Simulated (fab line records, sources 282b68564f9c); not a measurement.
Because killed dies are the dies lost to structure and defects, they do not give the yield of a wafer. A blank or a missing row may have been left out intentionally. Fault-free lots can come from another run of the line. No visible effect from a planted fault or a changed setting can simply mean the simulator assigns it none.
What tool caused it? ; flow ritCmos ; 15 lots, 45 wafers sampled, at 2 steps of a route of 202

== WHAT EACH GAUGE READ, for each wafer ==
The record lacks any reading of a measuring or inspecting step that a usual standard deviation could be used to judge.

== TOOL THAT RAN EACH LOT (tool first, then ch and the chambers of the sampled wafers, then the start) ==
lot;RIT_PSD_DEVELOP_05;RIT_M1_PROBE_99
L431;lithoTrack-04 ch 0, day 3 03:00;-
L435;lithoTrack-03 ch 0, day 4 03:00;prober-01, day 4 11:59
L436;lithoTrack-01 ch 0, day 4 08:00;-
L437;lithoTrack-01 ch 0, day 4 12:00;-
L438;lithoTrack-03 ch 0, day 4 17:00;-
L439;lithoTrack-01 ch 0, day 5 01:00;-
L441;lithoTrack-04 ch 0, day 5 09:00;prober-01, day 5 17:49
L442;lithoTrack-04 ch 0, day 5 14:00;prober-01, day 5 23:22
L443;lithoTrack-01 ch 0, day 5 16:00;-
L444;lithoTrack-01 ch 0, day 5 20:00;-
L449;lithoTrack-04 ch 0, day 6 23:00;prober-01, day 7 07:43
L450;lithoTrack-04 ch 0, day 7 04:00;prober-02, day 7 13:28
L451;lithoTrack-03 ch 0, day 7 07:00;-
L452;lithoTrack-04 ch 0, day 7 14:00;prober-02, day 7 23:02
L453;lithoTrack-03 ch 0, day 7 18:00;prober-01, day 8 03:48
- RIT_PSD_DEVELOP_05: develop time 50 s.
- RIT_M1_PROBE_99

== WHAT THE TOOLS THEMSELVES READ (means of the sampled wafers that have a number; where no wafer has one, the mark that the record gives instead) ==
RIT_PSD_DEVELOP_05. Usual: developerTempC at 22.98 C, with a standard deviation of 0.11.
lot;tool;developerTempC (C);flag
L431;lithoTrack-04;23.04;
L435;lithoTrack-03;22.96;
L436;lithoTrack-01;23.02;
L437;lithoTrack-01;23.00;
L438;lithoTrack-03;22.83;
L439;lithoTrack-01;22.89;
L441;lithoTrack-04;22.84;
L442;lithoTrack-04;23.00;
L443;lithoTrack-01;23.09;
L444;lithoTrack-01;22.88;
L449;lithoTrack-04;20.53;OFF
L450;lithoTrack-04;20.79;OFF
L451;lithoTrack-03;23.03;
L452;lithoTrack-04;20.78;OFF
L453;lithoTrack-03;22.97;

RIT_M1_PROBE_99. Usual: killedAtContacts 0.1, standard deviation 0.3; killedAtFrontEnd 6.7, standard deviation 2.6; killedDies 6.8, standard deviation 2.6; killedOnRim 1.9, standard deviation 1.3; killedOpen 3.3, standard deviation 1.7; killedShort 3.4, standard deviation 2.
lot;tool;killedAtContacts;killedAtFrontEnd;killedDies;killedOnRim;killedOpen;killedShort;flag
L435;prober-01;0.0;7.3;7.3;2.7;3.0;4.0;
L441;prober-01;0.0;5.3;5.3;3.0;2.7;2.7;
L442;prober-01;0.0;6.7;6.7;0.7;4.0;2.7;
L449;prober-01;0.7;8.0;8.7;2.3;2.7;6.0;
L450;prober-02;0.0;6.3;6.3;3.0;4.0;2.3;
L452;prober-02;0.0;9.0;9.0;4.0;5.0;4.0;
L453;prober-01;0.0;7.0;7.0;2.0;3.7;3.3;

== THE ANSWER, worked out from the rows above alone ==
Rule: take the mean of a lot's wafers that have a number; if it is more than 3 standard deviations from the usual mean, the lot is off. Also off: a lot with no number at a reading for which 4 or more lots have one. Any other lot the step has rows for is counted as sound. The gauges are gone through in route order, then the tools' own readings, and for those a lot's mean is taken as printed above. The first step at which some lot is off is used, and at that step the reading that is off furthest; a lot without a number counts as furthest.
Off: L449, L450, L452, at RIT_PSD_DEVELOP_05 (developerTempC).
If a tool, at that step or one of the process steps before it, ran each lot that is off and ran no sound lot following the first of them, it fits. One fits: RIT_PSD_DEVELOP_05 on lithoTrack-04. Its last sound lot is L442 (day 5 14:00), its first lot that is off L449 (day 6 23:00): a fault that began between those two fits.
On the lots that are off, the tool's own readings at RIT_PSD_DEVELOP_05 differ by more than 5 times the standard deviation of the sound lots' means, which bears it out; developerTempC reads 20.70 C there versus 22.96 C on the sound lots.

== WHAT THE SIMULATOR PUT IN ==
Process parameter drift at RIT_PSD_DEVELOP_05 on lithoTrack-04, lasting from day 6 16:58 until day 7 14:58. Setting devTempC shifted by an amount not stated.
Shown lots that were struck: L449, L450, L452. The rule above reached the same finding.
